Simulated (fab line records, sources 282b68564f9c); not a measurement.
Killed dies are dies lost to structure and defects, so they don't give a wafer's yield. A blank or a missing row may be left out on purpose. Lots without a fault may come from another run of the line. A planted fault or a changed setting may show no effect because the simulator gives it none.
One fault seen from 2 desks | flow rit_cmos | each desk has only its own numbers; what lay behind them comes last

THE TOOL OWNER'S DESK: pvd_sputter-01
The tool's own readings at RIT_M1_SPUTTER_00 (material Al, target thk 400 nm, time 500 s): means of the sampled wafers that have a number, for each lot that ran on this tool. A lot is out of limits, marked OUT, if its mean lies more than 4 standard deviations from the usual mean; the brackets give that distance.
Columns: A = throttle_valve_pct at RIT_M1_SPUTTER_00, usual 30.1 %
lot  | first seen here | A
L808 | day 3 05:04     | 30.2
L812 | day 4 02:08     | 30.5
L814 | day 4 11:10     | 30.4
L820 | day 5 17:58     | 30.5
L822 | day 6 06:33     | 30.3
L824 | day 6 13:24     | 30.2
L826 | day 7 00:04     | 30.5
L830 | day 7 19:01     | 30.9
This desk's finding: nothing out of limits on any of the 8 lots.

THE METROLOGY DESK
What the gauges read, lot by lot, whatever tool the lot ran on: means of the sampled wafers that have a number. A lot is out of limits, marked OUT, if its mean lies more than 4 standard deviations from the usual mean; the brackets give that distance.
Columns: A = NWELL_OVL at RIT_NWELL_OVL_MEAS_06, usual 0.8 nm; B = cd_nm at RIT_CONTACT_CD_MEAS_08, usual 999.3 nm; C = M1_AL_RS at RIT_M1_RS_MEAS_01, usual 0.0737 ohm/sq; D = M1_AL_THK at RIT_M1_THK_MEAS_02, usual 394 nm
lot  | first seen here | A    | B      | C                 | D
L808 | day 1 20:36     | 1.4  | 998.1  | 0.0739            | 397
L812 | day 2 16:17     | 1.5  | 1000.2 | 0.0739            | 395
L814 | day 3 03:46     | 0.3  | 996.9  | 0.0740            | 394
L815 | day 3 07:30     | 1.4  | 999.2  | 0.0729            | 400
L819 | day 4 03:23     | 1.3  | 1000.9 | 0.0737            | 392
L820 | day 4 09:02     | 2.2  | 997.5  | 0.0737            | 391
L821 | day 4 14:10     | 0.1  | 1001.4 | 0.0749            | 390
L822 | day 4 20:04     | 1.3  | 998.9  | 0.0737            | 394
L824 | day 5 05:02     | -0.3 | 999.5  | 0.0737            | 394
L825 | day 5 09:28     | -0.8 | 998.7  | 0.0745            | 388
L826 | day 5 15:28     | 0.5  | 999.3  | 0.0730            | 391
L830 | day 6 11:17     | 0.0  | 999.2  | 0.0704 (-4.2) OUT | 411
L831 | day 6 15:17     | -0.6 | 998.1  | 0.0747            | 389
This desk's finding: out of limits on L830; first on L830, day 7 19:20 (M1_AL_RS at RIT_M1_RS_MEAS_01). In limits: L808, L812, L814, L815, L819, L820, L821, L822, L824, L825, L826, L831.

PUT TOGETHER
The metrology desk could have raised an alarm at day 7 19:20, on L830.
The tool owner's desk saw nothing out of limits.
The tool owner's desk has L830 on record, within its limits.
Of the lots named, all ran RIT_M1_SPUTTER_00 on pvd_sputter-01.

WHAT THE SIMULATOR HAD PUT IN
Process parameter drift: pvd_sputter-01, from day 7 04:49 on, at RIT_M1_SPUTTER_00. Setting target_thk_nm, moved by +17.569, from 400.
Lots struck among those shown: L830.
Hours from the fault's start to each desk's first reading out of limits: the metrology desk, 15.
